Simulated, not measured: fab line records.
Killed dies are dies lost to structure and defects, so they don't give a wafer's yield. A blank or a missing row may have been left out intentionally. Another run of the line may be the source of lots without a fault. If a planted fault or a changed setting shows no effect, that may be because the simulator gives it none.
Code-filled problem report in 8D (eight disciplines) form | flow berkeley_cmos170 | the parts of the form that need people (team, actions taken, sign-off) are left out

== 1. THE PROBLEM ==
run_length_s at UCB170_NVT_SOFTBAKE_02 reads a mean of 91.7 s on 6 wafers of 2 lots; wafers without a fault read 89.0 s with a standard deviation of 0.33. Relative to the usual mean, that is a shift of +8.3 standard deviations.
The step: time 60 s.
The first sign was on wafer L237.1 at day 8 21:26, on litho_track-04. Wafers with a number at this step in the record: 42, from 14 lots. The rule behind "out" and "out of limits": a value lying over 4 standard deviations away from the usual mean. All remaining wafers that have a number are taken as sound.

== 2. WHAT IT IS, WHAT IT ISN'T ==
question                    | is                     | is not
which readings at this step | run_length_s           | -
which lots                  | L237, L239             | L226, L227, L229, L230, L232, L241, L242, L243, L246, L247, L248, L249
which wafers of those lots  | all that have a number | -
read on which tools         | litho_track-04         | litho_track-01, litho_track-03
when                        | from day 8 21:26       | up to then (15 sound wafers); but 21 sound wafers of L241, L242, L243, L246, L247, L248, L249 came after

== 3. WHAT RULES OUT EACH SUSPECT ==
Counting: a tool at any process step up to the reading remains a suspect when it ran all the lots that are out and ran no sound lot after the first of those.
- litho_track-04 at UCB170_NVT_SOFTBAKE_02 (time 60 s): kept. All lots that are out passed through it, beginning with L237 at day 8 21:26, and no sound lot followed; its final sound lot before that point was L226 at day 6 18:51. Out on those wafers are its own readings of run_length_s.
The count leaves litho_track-04 at UCB170_NVT_SOFTBAKE_02.

== 4. THE CAUSE (what the simulator had put in) ==
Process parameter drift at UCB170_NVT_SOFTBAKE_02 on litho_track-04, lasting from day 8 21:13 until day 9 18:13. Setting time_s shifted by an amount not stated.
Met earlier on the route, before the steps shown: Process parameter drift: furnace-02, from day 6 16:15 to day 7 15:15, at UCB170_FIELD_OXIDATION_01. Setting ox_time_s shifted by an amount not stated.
This tool alone remained once counting was done.

== 5. THE CHAIN OF EFFECTS, in route order ==
Rows list readings where the struck wafers' mean (over those with a number) sits beyond 3 standard deviations from the usual. Readings are gone through only where the record gives a usual standard deviation; hours: the median, over the lots, of the time from a lot's start at the first step in this table giving one to that lot's start at this step; sigmas: the change measured in usual standard deviations.
hours | step                   | reading      | usual  | on struck wafers | change | sigmas
0     | UCB170_NVT_SOFTBAKE_02 | run_length_s | 89.0 s | 91.7             | +2.7   | +8.3
Here are the process steps it includes:
- UCB170_NVT_SOFTBAKE_02: time 60 s.
Later measuring or inspecting steps at which every struck wafer that the step has a row for has a number for every such reading, and none has moved that far: UCB170_NSD_OVL_MEAS_07, UCB170_SDANNEAL_RS_MEAS_02, UCB170_SDANNEAL_RS_MEAS_03.

== 6. WHAT WOULD HAVE CAUGHT IT SOONER ==
The fault began at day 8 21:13; the first out-of-limits reading in this record came at day 8 21:26, 0 hours later.
